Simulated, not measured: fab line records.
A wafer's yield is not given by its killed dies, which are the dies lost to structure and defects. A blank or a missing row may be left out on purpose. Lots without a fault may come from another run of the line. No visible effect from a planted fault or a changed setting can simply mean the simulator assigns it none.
Split-lot study | flow berkeleyCmos170 | 23 wafers read from 5 lots, route of 331 steps

== SPLIT DETAILS ==
At UCB170_NWELL_IMPLANT_14, the setting energyKev was moved away from the recipe's 150 on 10 of the 23 wafers read, by -2.0% to +5.5%. The other wafers ran this setting at the recipe's value.

The split's own step is where the reading is taken.

== THE READING ==
In nm, at UCB170_NWELL_IMPLANT_14: implant.drpNm, which is the simulator's own figure and was read by no gauge. No usual value for it is given in the file.

wafer  | tool, chamber at the split | energyKev as run | against the recipe | implant.drpNm, nm | against lot-mates on the recipe
L074.2 | implanter-03, 0            | 150              | recipe             | 62.72             | -
L074.5 | implanter-03, 0            | 150              | recipe             | 62.72             | -
L074.3 | implanter-03, 0            | 153              | +2.0%              | 63.67             | +0.95
L074.4 | implanter-03, 0            | 153              | +2.0%              | 63.67             | +0.95
L074.6 | implanter-03, 0            | 153              | +2.0%              | 63.67             | +0.95
L076.1 | implanter-03, 0            | 150              | recipe             | 62.72             | -
L076.2 | implanter-03, 0            | 150              | recipe             | 62.72             | -
L076.3 | implanter-03, 0            | 150              | recipe             | 62.72             | -
L080.1 | implanter-04, 0            | 154.6            | +3.1%              | 64.17             | +1.45
L080.2 | implanter-04, 0            | 154.6            | +3.1%              | 64.17             | +1.45
L080.6 | implanter-04, 0            | 154.6            | +3.1%              | 64.17             | +1.45
L080.3 | implanter-04, 0            | 150              | recipe             | 62.72             | -
L080.4 | implanter-04, 0            | 150              | recipe             | 62.72             | -
L082.1 | implanter-04, 0            | 150              | recipe             | 62.72             | -
L082.3 | implanter-04, 0            | 150              | recipe             | 62.72             | -
L082.4 | implanter-04, 0            | 150              | recipe             | 62.72             | -
L082.2 | implanter-04, 0            | 158.2            | +5.5%              | 65.27             | +2.55
L082.6 | implanter-04, 0            | 158.2            | +5.5%              | 65.27             | +2.55
L084.1 | implanter-03, 0            | 150              | recipe             | 62.72             | -
L084.3 | implanter-03, 0            | 150              | recipe             | 62.72             | -
L084.4 | implanter-03, 0            | 150              | recipe             | 62.72             | -
L084.2 | implanter-03, 0            | 147              | -2.0%              | 61.75             | -0.97
L084.5 | implanter-03, 0            | 147              | -2.0%              | 61.75             | -0.97

FIT RESULTS
A straight line over all 23 wafers: implant.drpNm changes by +0.471 nm for each +1% of energyKev; r = +1.00; the points scatter about the line by 0.012 nm.
The same after taking each lot's own level away (the mean of its wafers on the recipe; 23 wafers): +0.471 nm for each +1%; r = +1.00; scatter 0.012 nm.
The reading moves by 2.6 nm for the largest change in energyKev, on that fit.
The lots' own levels span 62.720 to 62.720 nm.
Consequently the slope shifts little with the lot-to-lot level, the two slopes agreeing.
Check: +2.58 nm against its lot-mates is what the line predicts for one of the wafers moved furthest among these (+5.5%) when that wafer is left out of the fit. Against them it came out at +2.55 nm.

== THE OTHER SPLITS THESE WAFERS WENT THROUGH ==
Before the reading, these wafers also passed through other splits. Each is held against what the fit with the lots' levels taken away leaves over:
other split on the same wafers  | wafers away from the commonest value | r with implant.drpNm (lot level and that fit taken away)
UCB170_START_OXIDATION_02 tempC | 10                                   | +0.42

== THE WHOLE CHAIN: every reading that the file lists as answering this split, in the file's order ==
step                    | what it does | reading                                                        | change (the file's fit)               | r (the file's)
UCB170_NWELL_IMPLANT_14 |              | implant.rpNm (the simulator's own value, which no gauge read)  | +1.96 nm for each +1% of the setting  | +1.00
UCB170_NWELL_IMPLANT_14 |              | implant.drpNm (the simulator's own value, which no gauge read) | +0.469 nm for each +1% of the setting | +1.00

== THE FILE'S OWN FIT ==
implant.drpNm changes by +0.469 nm for each +1% of energyKev, r = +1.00.
